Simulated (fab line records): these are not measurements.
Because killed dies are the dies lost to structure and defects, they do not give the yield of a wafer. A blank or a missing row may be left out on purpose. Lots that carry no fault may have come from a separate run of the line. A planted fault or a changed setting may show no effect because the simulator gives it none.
Matching of chambers / flow berkeley_cmos170 / 4 sister chambers for UCB170_SPACER_ETCHBACK_03 on rie_diel-03
The step etches SiO2 in CHF3/CF4/Ar, stops on Si, target depth 376 nm, time 100 s. 4 wafers are shown with their chamber, then 6 later ones without.

== WAFERS PAIRED WITH THEIR CHAMBERS ==
wafer=L771.2; chamber=0; throttle_valve_pct (%)=6.48
wafer=L774.3; chamber=1; throttle_valve_pct (%)=6.44
wafer=L777.2; chamber=3; throttle_valve_pct (%)=6.47
wafer=L777.3; chamber=2; throttle_valve_pct (%)=6.29

== WAFERS WITHOUT THEIR CHAMBER ==
wafer=L777.4; throttle_valve_pct (%)=6.45
wafer=L781.3; throttle_valve_pct (%)=6.47
wafer=L781.4; throttle_valve_pct (%)=6.50
wafer=L781.5; throttle_valve_pct (%)=6.29
wafer=L788.1; throttle_valve_pct (%)=6.50
wafer=L788.6; throttle_valve_pct (%)=6.44

== CHAMBER TAKEN BY EACH ==
wafer=L777.4; from the rows above=can't be placed: 1 or 3 or 0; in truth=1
wafer=L781.3; from the rows above=can't be placed: 3 or 0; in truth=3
wafer=L781.4; from the rows above=can't be placed: 0 or 3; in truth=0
wafer=L781.5; from the rows above=2; in truth=2
wafer=L788.1; from the rows above=can't be placed: 0 or 3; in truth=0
wafer=L788.6; from the rows above=1; in truth=1
Correct placement for 2 of the 6. Cannot be placed on the basis of these rows: 4; the candidates contain the true chamber in 4. Wrongly placed: 0.
How it was worked out, from the rows above alone: a wafer's distance from a chamber is the root of the sum, over the readings, of the square of ((its reading less the chamber's mean) divided by the reading's scatter). The wafer belongs to the nearest chamber; if the next one is less than 2 further off, it can't be placed. For every chamber, the mean is computed from those of its wafers that are shown. The scatter: root of mean squared gap, hidden wafer to nearest shown wafer, with one shown wafer a chamber.
